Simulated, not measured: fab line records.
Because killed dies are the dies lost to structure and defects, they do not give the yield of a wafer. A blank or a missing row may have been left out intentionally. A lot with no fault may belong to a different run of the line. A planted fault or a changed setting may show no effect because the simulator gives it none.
The tool behind it: which one? / flow berkeley-cmos170 / 15 lots with 45 wafers sampled at 6 steps, on a route of 331 steps

## WHAT THE GAUGES SHOWED, per wafer
UCB170_PWELL_OVL_MEAS_13. Usual: PWELL_OVL 4 nm, standard deviation 4.8.
lot=L879; measured=day 3 10:58; on=overlay-01; PWELL_OVL (nm)=4 6 2; flag=
lot=L880; measured=day 3 23:43; on=overlay-02; PWELL_OVL (nm)=-2 -2 -5; flag=
lot=L881; measured=day 4 00:17; on=overlay-01; PWELL_OVL (nm)=1 -4 -1; flag=
lot=L882; measured=day 4 00:00; on=overlay-01; PWELL_OVL (nm)=-3 8 4; flag=
lot=L883; measured=day 4 09:38; on=overlay-01; PWELL_OVL (nm)=13 7 5; flag=
lot=L886; measured=day 5 01:17; on=overlay-02; PWELL_OVL (nm)=3 0 1; flag=
lot=L887; measured=day 5 09:16; on=overlay-02; PWELL_OVL (nm)=5 0 2; flag=
lot=L888; measured=day 5 17:19; on=overlay-01; PWELL_OVL (nm)=11 2 5; flag=
lot=L892; measured=day 6 16:02; on=overlay-02; PWELL_OVL (nm)=11 9 9; flag=
lot=L894; measured=day 6 16:11; on=overlay-02; PWELL_OVL (nm)=0 1 9; flag=
lot=L895; measured=day 7 01:32; on=overlay-02; PWELL_OVL (nm)=11 6 6; flag=
lot=L898; measured=day 8 00:56; on=overlay-02; PWELL_OVL (nm)=-1 -2 -7; flag=
lot=L899; measured=day 8 01:29; on=overlay-02; PWELL_OVL (nm)=6 9 4; flag=
lot=L900; measured=day 8 00:54; on=overlay-01; PWELL_OVL (nm)=12 4 6; flag=
lot=L901; measured=day 8 12:10; on=overlay-01; PWELL_OVL (nm)=4 10 11; flag=

UCB170_ACTIVE_THK_MEAS_03. Usual: ACTIVE_OXIDE_THK 26.2 nm, standard deviation 0.5.
lot=L879; measured=day 4 09:08; on=film-metro-01; ACTIVE_OXIDE_THK (nm)=26.1 26.0 26.4; flag=
lot=L880; measured=day 4 23:20; on=film-metro-02; ACTIVE_OXIDE_THK (nm)=26.2 26.1 25.9; flag=
lot=L881; measured=day 4 23:25; on=film-metro-02; ACTIVE_OXIDE_THK (nm)=27.1 27.7 27.1; flag=
lot=L882; measured=day 4 23:20; on=film-metro-03; ACTIVE_OXIDE_THK (nm)=26.5 26.5 26.7; flag=
lot=L883; measured=day 5 15:42; on=film-metro-03; ACTIVE_OXIDE_THK (nm)=26.8 27.4 26.9; flag=
lot=L886; measured=day 6 07:12; on=film-metro-02; ACTIVE_OXIDE_THK (nm)=25.8 25.7 25.5; flag=
lot=L887; measured=day 6 15:32; on=film-metro-02; ACTIVE_OXIDE_THK (nm)=25.9 25.5 25.9; flag=
lot=L888; measured=day 6 15:32; on=film-metro-03; ACTIVE_OXIDE_THK (nm)=26.3 26.7 26.1; flag=
lot=L892; measured=day 7 23:08; on=film-metro-01; ACTIVE_OXIDE_THK (nm)=26.2 26.5 26.8; flag=
lot=L894; measured=day 7 23:08; on=film-metro-02; ACTIVE_OXIDE_THK (nm)=26.3 25.9 25.9; flag=
lot=L895; measured=day 8 08:52; on=film-metro-01; ACTIVE_OXIDE_THK (nm)=25.8 26.5 25.7; flag=
lot=L898; measured=day 9 11:56; on=film-metro-02; ACTIVE_OXIDE_THK (nm)=26.2 25.8 26.1; flag=
lot=L899; measured=day 9 12:00; on=film-metro-02; ACTIVE_OXIDE_THK (nm)=27.0 26.8 27.2; flag=
lot=L900; measured=day 9 11:56; on=film-metro-03; ACTIVE_OXIDE_THK (nm)=26.4 26.5 26.5; flag=
lot=L901; measured=day 9 19:22; on=film-metro-01; ACTIVE_OXIDE_THK (nm)=26.0 26.3 26.3; flag=

UCB170_ACTIVE_CD_MEAS_90: target cd 1200 nm. Usual: cd-nm reads 1199.8 nm (standard deviation 1.3).
lot=L879; measured=day 4 18:13; on=cd-sem-01; cd-nm (nm)=1201.6 1199.3 1201.0; flag=
lot=L880; measured=day 5 08:41; on=cd-sem-02; cd-nm (nm)=1200.5 1201.6 1200.5; flag=
lot=L881; measured=day 5 09:30; on=cd-sem-01; cd-nm (nm)=1200.4 1201.2 1199.6; flag=
lot=L882; measured=day 5 08:58; on=cd-sem-01; cd-nm (nm)=1201.0 1200.7 1201.3; flag=
lot=L883; measured=day 6 04:20; on=cd-sem-01; cd-nm (nm)=1199.6 1199.8 1199.5; flag=
lot=L886; measured=day 6 18:20; on=cd-sem-02; cd-nm (nm)=1202.7 1202.2 1200.3; flag=
lot=L887; measured=day 6 23:05; on=cd-sem-02; cd-nm (nm)=1200.3 1198.7 1199.3; flag=
lot=L888; measured=day 6 22:41; on=cd-sem-02; cd-nm (nm)=1197.4 1198.5 1198.1; flag=
lot=L892; measured=day 8 11:46; on=cd-sem-01; cd-nm (nm)=- - -; flag=OFF
lot=L894; measured=day 8 11:46; on=cd-sem-02; cd-nm (nm)=1202.6 1201.2 1201.9; flag=
lot=L895; measured=day 8 18:57; on=cd-sem-01; cd-nm (nm)=- - -; flag=OFF
lot=L898; measured=day 10 00:37; on=cd-sem-02; cd-nm (nm)=- - -; flag=OFF
lot=L899; measured=day 10 00:49; on=cd-sem-01; cd-nm (nm)=1199.8 1198.9 1199.9; flag=
lot=L900; measured=day 10 01:05; on=cd-sem-01; cd-nm (nm)=1198.7 1200.8 1199.8; flag=
lot=L901; measured=day 10 05:43; on=cd-sem-02; cd-nm (nm)=1198.1 1197.1 1198.4; flag=

## WHICH TOOL RAN EACH LOT (tool, then ch and the chambers of the sampled wafers, then the start)
lot=L879; UCB170_ZERO_STRIP_07=plasma-asher-03 ch 0,1, day 2 03:22; UCB170_ACTIVE_ETCH_15=rie-diel-04 ch 0,1, day 4 18:01; UCB170_ACTIVE_STRIP_16=plasma-asher-01 ch 0,1, day 4 18:07
lot=L880; UCB170_ZERO_STRIP_07=plasma-asher-03 ch 0,1, day 2 08:31; UCB170_ACTIVE_ETCH_15=rie-diel-01 ch 0,1,3, day 5 08:29; UCB170_ACTIVE_STRIP_16=plasma-asher-04 ch 0,1, day 5 08:35
lot=L881; UCB170_ZERO_STRIP_07=plasma-asher-01 ch 0,1, day 2 13:16; UCB170_ACTIVE_ETCH_15=rie-diel-01 ch 2,3, day 5 09:16; UCB170_ACTIVE_STRIP_16=plasma-asher-04 ch 0,1, day 5 09:23
lot=L882; UCB170_ZERO_STRIP_07=plasma-asher-02 ch 0,1, day 2 13:28; UCB170_ACTIVE_ETCH_15=rie-diel-03 ch 1,2, day 5 08:46; UCB170_ACTIVE_STRIP_16=plasma-asher-02 ch 0,1, day 5 08:52
lot=L883; UCB170_ZERO_STRIP_07=plasma-asher-02 ch 0,1, day 3 02:49; UCB170_ACTIVE_ETCH_15=rie-diel-04 ch 0,1,2, day 6 04:08; UCB170_ACTIVE_STRIP_16=plasma-asher-04 ch 0,1, day 6 04:14
lot=L886; UCB170_ZERO_STRIP_07=plasma-asher-03 ch 0,1, day 3 13:01; UCB170_ACTIVE_ETCH_15=rie-diel-01 ch 1,2, day 6 18:08; UCB170_ACTIVE_STRIP_16=plasma-asher-01 ch 1, day 6 18:14
lot=L887; UCB170_ZERO_STRIP_07=plasma-asher-02 ch 0,1, day 3 19:43; UCB170_ACTIVE_ETCH_15=rie-diel-03 ch 0,1,3, day 6 22:52; UCB170_ACTIVE_STRIP_16=plasma-asher-02 ch 0,1, day 6 22:58
lot=L888; UCB170_ZERO_STRIP_07=plasma-asher-03 ch 0,1, day 4 02:20; UCB170_ACTIVE_ETCH_15=rie-diel-03 ch 2,3, day 6 22:24; UCB170_ACTIVE_STRIP_16=plasma-asher-02 ch 0,1, day 6 22:32
lot=L892; UCB170_ZERO_STRIP_07=plasma-asher-03 ch 0,1, day 4 19:53; UCB170_ACTIVE_ETCH_15=rie-diel-03 ch 0,3, day 8 11:32; UCB170_ACTIVE_STRIP_16=plasma-asher-04 ch 0,1, day 8 11:38
lot=L894; UCB170_ZERO_STRIP_07=plasma-asher-02 ch 0,1, day 5 05:07; UCB170_ACTIVE_ETCH_15=rie-diel-04 ch 0,1,2, day 8 11:25; UCB170_ACTIVE_STRIP_16=plasma-asher-01 ch 0,1, day 8 11:31
lot=L895; UCB170_ZERO_STRIP_07=plasma-asher-03 ch 0, day 5 11:13; UCB170_ACTIVE_ETCH_15=rie-diel-03 ch 0,2,3, day 8 18:45; UCB170_ACTIVE_STRIP_16=plasma-asher-02 ch 0,1, day 8 18:51
lot=L898; UCB170_ZERO_STRIP_07=plasma-asher-03 ch 0,1, day 5 23:24; UCB170_ACTIVE_ETCH_15=rie-diel-03 ch 1,3, day 10 00:23; UCB170_ACTIVE_STRIP_16=plasma-asher-04 ch 0,1, day 10 00:30
lot=L899; UCB170_ZERO_STRIP_07=plasma-asher-03 ch 0,1, day 6 12:24; UCB170_ACTIVE_ETCH_15=rie-diel-01 ch 0,1,3, day 10 00:33; UCB170_ACTIVE_STRIP_16=plasma-asher-02 ch 0,1, day 10 00:39
lot=L900; UCB170_ZERO_STRIP_07=plasma-asher-01 ch 0,1, day 6 12:41; UCB170_ACTIVE_ETCH_15=rie-diel-04 ch 1,2, day 10 00:49; UCB170_ACTIVE_STRIP_16=plasma-asher-02 ch 1, day 10 00:56
lot=L901; UCB170_ZERO_STRIP_07=plasma-asher-02 ch 0,1, day 6 16:53; UCB170_ACTIVE_ETCH_15=rie-diel-04 ch 1,3, day 10 05:31; UCB170_ACTIVE_STRIP_16=plasma-asher-01 ch 0,1, day 10 05:37
- UCB170_ZERO_STRIP_07: strips in O2.
- UCB170_ACTIVE_ETCH_15: etches Si3N4 in CH3F/Ar/O2, stops on SiO2, target depth 242 nm, time 151 s.
- UCB170_ACTIVE_STRIP_16: strips in O2.

## AS READ BY THE TOOLS THEMSELVES (means over the sampled wafers that have a number; for cases with no such wafer, the mark the record gives instead)
UCB170_ZERO_STRIP_07. Usual: chamber-pressure-mTorr 3500 mTorr, standard deviation 3.3; drypump-motor-current-A 5.7 A, standard deviation 0.31; oes-product-au 0.730 a.u., standard deviation 0.0041; strip-time-to-endpoint-s 21.37 s, standard deviation 0.066.
lot=L879; tool=plasma-asher-03; chamber-pressure-mTorr (mTorr)=3497; drypump-motor-current-A (A)=5.9; oes-product-au (a.u.)=0.730; strip-time-to-endpoint-s (s)=21.30; flag=
lot=L880; tool=plasma-asher-03; chamber-pressure-mTorr (mTorr)=3501; drypump-motor-current-A (A)=5.9; oes-product-au (a.u.)=0.730; strip-time-to-endpoint-s (s)=21.37; flag=
lot=L881; tool=plasma-asher-01; chamber-pressure-mTorr (mTorr)=3502; drypump-motor-current-A (A)=5.9; oes-product-au (a.u.)=0.733; strip-time-to-endpoint-s (s)=21.45; flag=
lot=L882; tool=plasma-asher-02; chamber-pressure-mTorr (mTorr)=3501; drypump-motor-current-A (A)=5.8; oes-product-au (a.u.)=0.728; strip-time-to-endpoint-s (s)=21.30; flag=
lot=L883; tool=plasma-asher-02; chamber-pressure-mTorr (mTorr)=3500; drypump-motor-current-A (A)=5.8; oes-product-au (a.u.)=0.735; strip-time-to-endpoint-s (s)=21.33; flag=
lot=L886; tool=plasma-asher-03; chamber-pressure-mTorr (mTorr)=3501; drypump-motor-current-A (A)=5.9; oes-product-au (a.u.)=0.730; strip-time-to-endpoint-s (s)=21.34; flag=
lot=L887; tool=plasma-asher-02; chamber-pressure-mTorr (mTorr)=3500; drypump-motor-current-A (A)=5.8; oes-product-au (a.u.)=0.729; strip-time-to-endpoint-s (s)=21.40; flag=
lot=L888; tool=plasma-asher-03; chamber-pressure-mTorr (mTorr)=3502; drypump-motor-current-A (A)=5.7; oes-product-au (a.u.)=0.731; strip-time-to-endpoint-s (s)=21.33; flag=
lot=L892; tool=plasma-asher-03; chamber-pressure-mTorr (mTorr)=3498; drypump-motor-current-A (A)=5.8; oes-product-au (a.u.)=0.730; strip-time-to-endpoint-s (s)=21.47; flag=
lot=L894; tool=plasma-asher-02; chamber-pressure-mTorr (mTorr)=3501; drypump-motor-current-A (A)=5.5; oes-product-au (a.u.)=0.730; strip-time-to-endpoint-s (s)=21.33; flag=
lot=L895; tool=plasma-asher-03; chamber-pressure-mTorr (mTorr)=3505; drypump-motor-current-A (A)=6.1; oes-product-au (a.u.)=0.729; strip-time-to-endpoint-s (s)=21.37; flag=
lot=L898; tool=plasma-asher-03; chamber-pressure-mTorr (mTorr)=3501; drypump-motor-current-A (A)=5.7; oes-product-au (a.u.)=0.730; strip-time-to-endpoint-s (s)=21.32; flag=
lot=L899; tool=plasma-asher-03; chamber-pressure-mTorr (mTorr)=3501; drypump-motor-current-A (A)=5.7; oes-product-au (a.u.)=0.732; strip-time-to-endpoint-s (s)=21.42; flag=
lot=L900; tool=plasma-asher-01; chamber-pressure-mTorr (mTorr)=3497; drypump-motor-current-A (A)=5.8; oes-product-au (a.u.)=0.729; strip-time-to-endpoint-s (s)=21.30; flag=
lot=L901; tool=plasma-asher-02; chamber-pressure-mTorr (mTorr)=3498; drypump-motor-current-A (A)=5.5; oes-product-au (a.u.)=0.726; strip-time-to-endpoint-s (s)=21.30; flag=

UCB170_ACTIVE_ETCH_15. Usual: CH3F_flow_sccm 20.00 sccm, standard deviation 0.067; O2_flow_sccm 7.001 sccm, standard deviation 0.024; chamber-pressure-mTorr 50.01 mTorr, standard deviation 0.055; drypump-motor-current-A 5.6 A, standard deviation 0.48; oes-product-au 0.939 a.u., standard deviation 0.016; throttle-valve-pct 8.09 %, standard deviation 0.12.
lot=L879; tool=rie-diel-04; CH3F_flow_sccm (sccm)=20.00; O2_flow_sccm (sccm)=6.994; chamber-pressure-mTorr (mTorr)=49.99; drypump-motor-current-A (A)=6.0; oes-product-au (a.u.)=0.955; throttle-valve-pct (%)=8.08; flag=
lot=L880; tool=rie-diel-01; CH3F_flow_sccm (sccm)=20.05; O2_flow_sccm (sccm)=7.008; chamber-pressure-mTorr (mTorr)=50.00; drypump-motor-current-A (A)=5.6; oes-product-au (a.u.)=0.924; throttle-valve-pct (%)=8.03; flag=
lot=L881; tool=rie-diel-01; CH3F_flow_sccm (sccm)=19.99; O2_flow_sccm (sccm)=7.012; chamber-pressure-mTorr (mTorr)=50.01; drypump-motor-current-A (A)=6.1; oes-product-au (a.u.)=0.934; throttle-valve-pct (%)=8.13; flag=
lot=L882; tool=rie-diel-03; CH3F_flow_sccm (sccm)=20.01; O2_flow_sccm (sccm)=7.004; chamber-pressure-mTorr (mTorr)=50.02; drypump-motor-current-A (A)=5.6; oes-product-au (a.u.)=0.948; throttle-valve-pct (%)=8.12; flag=
lot=L883; tool=rie-diel-04; CH3F_flow_sccm (sccm)=20.00; O2_flow_sccm (sccm)=6.983; chamber-pressure-mTorr (mTorr)=49.99; drypump-motor-current-A (A)=5.6; oes-product-au (a.u.)=0.958; throttle-valve-pct (%)=8.15; flag=
lot=L886; tool=rie-diel-01; CH3F_flow_sccm (sccm)=19.96; O2_flow_sccm (sccm)=6.988; chamber-pressure-mTorr (mTorr)=50.04; drypump-motor-current-A (A)=5.4; oes-product-au (a.u.)=0.937; throttle-valve-pct (%)=8.10; flag=
lot=L887; tool=rie-diel-03; CH3F_flow_sccm (sccm)=20.02; O2_flow_sccm (sccm)=6.985; chamber-pressure-mTorr (mTorr)=49.98; drypump-motor-current-A (A)=5.6; oes-product-au (a.u.)=0.936; throttle-valve-pct (%)=8.12; flag=
lot=L888; tool=rie-diel-03; CH3F_flow_sccm (sccm)=19.99; O2_flow_sccm (sccm)=7.004; chamber-pressure-mTorr (mTorr)=50.03; drypump-motor-current-A (A)=5.1; oes-product-au (a.u.)=0.930; throttle-valve-pct (%)=8.20; flag=
lot=L892; tool=rie-diel-03; CH3F_flow_sccm (sccm)=-; O2_flow_sccm (sccm)=-; chamber-pressure-mTorr (mTorr)=-; drypump-motor-current-A (A)=-; oes-product-au (a.u.)=-; throttle-valve-pct (%)=-; flag=OFF
lot=L894; tool=rie-diel-04; CH3F_flow_sccm (sccm)=19.97; O2_flow_sccm (sccm)=6.994; chamber-pressure-mTorr (mTorr)=50.00; drypump-motor-current-A (A)=5.6; oes-product-au (a.u.)=0.953; throttle-valve-pct (%)=8.14; flag=
lot=L895; tool=rie-diel-03; CH3F_flow_sccm (sccm)=-; O2_flow_sccm (sccm)=-; chamber-pressure-mTorr (mTorr)=-; drypump-motor-current-A (A)=-; oes-product-au (a.u.)=-; throttle-valve-pct (%)=-; flag=OFF
lot=L898; tool=rie-diel-03; CH3F_flow_sccm (sccm)=-; O2_flow_sccm (sccm)=-; chamber-pressure-mTorr (mTorr)=-; drypump-motor-current-A (A)=-; oes-product-au (a.u.)=-; throttle-valve-pct (%)=-; flag=OFF
lot=L899; tool=rie-diel-01; CH3F_flow_sccm (sccm)=20.07; O2_flow_sccm (sccm)=7.007; chamber-pressure-mTorr (mTorr)=50.01; drypump-motor-current-A (A)=5.6; oes-product-au (a.u.)=0.935; throttle-valve-pct (%)=8.02; flag=
lot=L900; tool=rie-diel-04; CH3F_flow_sccm (sccm)=19.93; O2_flow_sccm (sccm)=6.978; chamber-pressure-mTorr (mTorr)=50.01; drypump-motor-current-A (A)=5.3; oes-product-au (a.u.)=0.934; throttle-valve-pct (%)=8.21; flag=
lot=L901; tool=rie-diel-04; CH3F_flow_sccm (sccm)=19.95; O2_flow_sccm (sccm)=7.003; chamber-pressure-mTorr (mTorr)=49.99; drypump-motor-current-A (A)=5.5; oes-product-au (a.u.)=0.934; throttle-valve-pct (%)=7.99; flag=

UCB170_ACTIVE_STRIP_16. Usual: chamber-pressure-mTorr 3500 mTorr, standard deviation 3.2; drypump-motor-current-A 5.6 A, standard deviation 0.33; oes-product-au 0.721 a.u., standard deviation 0.005; strip-time-to-endpoint-s 18.11 s, standard deviation 0.076.
lot=L879; tool=plasma-asher-01; chamber-pressure-mTorr (mTorr)=3501; drypump-motor-current-A (A)=5.8; oes-product-au (a.u.)=0.724; strip-time-to-endpoint-s (s)=18.01; flag=
lot=L880; tool=plasma-asher-04; chamber-pressure-mTorr (mTorr)=3500; drypump-motor-current-A (A)=5.5; oes-product-au (a.u.)=0.720; strip-time-to-endpoint-s (s)=18.15; flag=
lot=L881; tool=plasma-asher-04; chamber-pressure-mTorr (mTorr)=3501; drypump-motor-current-A (A)=5.3; oes-product-au (a.u.)=0.728; strip-time-to-endpoint-s (s)=18.24; flag=
lot=L882; tool=plasma-asher-02; chamber-pressure-mTorr (mTorr)=3501; drypump-motor-current-A (A)=5.8; oes-product-au (a.u.)=0.721; strip-time-to-endpoint-s (s)=18.13; flag=
lot=L883; tool=plasma-asher-04; chamber-pressure-mTorr (mTorr)=3501; drypump-motor-current-A (A)=5.4; oes-product-au (a.u.)=0.724; strip-time-to-endpoint-s (s)=18.08; flag=
lot=L886; tool=plasma-asher-01; chamber-pressure-mTorr (mTorr)=3501; drypump-motor-current-A (A)=5.8; oes-product-au (a.u.)=0.720; strip-time-to-endpoint-s (s)=18.19; flag=
lot=L887; tool=plasma-asher-02; chamber-pressure-mTorr (mTorr)=3503; drypump-motor-current-A (A)=5.8; oes-product-au (a.u.)=0.722; strip-time-to-endpoint-s (s)=18.22; flag=
lot=L888; tool=plasma-asher-02; chamber-pressure-mTorr (mTorr)=3501; drypump-motor-current-A (A)=5.5; oes-product-au (a.u.)=0.714; strip-time-to-endpoint-s (s)=18.16; flag=
lot=L892; tool=plasma-asher-04; chamber-pressure-mTorr (mTorr)=3499; drypump-motor-current-A (A)=5.5; oes-product-au (a.u.)=0.727; strip-time-to-endpoint-s (s)=21.55; flag=OFF
lot=L894; tool=plasma-asher-01; chamber-pressure-mTorr (mTorr)=3499; drypump-motor-current-A (A)=5.9; oes-product-au (a.u.)=0.724; strip-time-to-endpoint-s (s)=18.17; flag=
lot=L895; tool=plasma-asher-02; chamber-pressure-mTorr (mTorr)=3501; drypump-motor-current-A (A)=5.8; oes-product-au (a.u.)=0.737; strip-time-to-endpoint-s (s)=21.61; flag=OFF
lot=L898; tool=plasma-asher-04; chamber-pressure-mTorr (mTorr)=3500; drypump-motor-current-A (A)=5.5; oes-product-au (a.u.)=0.734; strip-time-to-endpoint-s (s)=21.59; flag=OFF
lot=L899; tool=plasma-asher-02; chamber-pressure-mTorr (mTorr)=3498; drypump-motor-current-A (A)=5.5; oes-product-au (a.u.)=0.720; strip-time-to-endpoint-s (s)=18.08; flag=
lot=L900; tool=plasma-asher-02; chamber-pressure-mTorr (mTorr)=3505; drypump-motor-current-A (A)=5.3; oes-product-au (a.u.)=0.714; strip-time-to-endpoint-s (s)=17.99; flag=
lot=L901; tool=plasma-asher-01; chamber-pressure-mTorr (mTorr)=3502; drypump-motor-current-A (A)=5.9; oes-product-au (a.u.)=0.722; strip-time-to-endpoint-s (s)=17.99; flag=

## THE ANSWER, worked out from the rows above alone
Rule: a lot counts as off when the mean over its wafers that have a number is more than 3 standard deviations away from the usual mean. A lot without any number at a reading at which 4 lots or more have one is off too. The other lots that the step has rows for count as sound. Order of review: gauges by route order, followed by the tools' own readings, for which a lot's mean as printed above is used. The first step at which some lot is off is used, and at that step the reading that is off furthest; a lot without a number counts as furthest.
Off at UCB170_ACTIVE_CD_MEAS_90 (cd-nm): L892, L895, L898. Without a number there: L892, L895, L898.
If a tool, at a process step before that reading, ran all the lots that are off and no sound lot after the first of them, it fits. Not tried: the gauges at UCB170_ACTIVE_CD_MEAS_90; whatever is off there is also off at UCB170_ACTIVE_ETCH_15, on other tools, and gauge error can't account for it. One fits: UCB170_ACTIVE_ETCH_15 on rie-diel-03. A fault onset in the window from L887 (day 6 22:52, its last sound lot) to L892 (day 8 11:32, its first lot off) fits.
Blank at UCB170_ACTIVE_ETCH_15 on the lots that are off, where sound lots have numbers: CH3F_flow_sccm, O2_flow_sccm, chamber-pressure-mTorr, drypump-motor-current-A, oes-product-au, throttle-valve-pct.

## WHAT WAS PUT IN BY THE SIMULATOR
At UCB170_ACTIVE_ETCH_15, the step was skipped entirely on rie-diel-03 from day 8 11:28 on. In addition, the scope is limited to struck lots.
Shown lots that were struck: L892, L895, L898. The rule above reached the same finding.
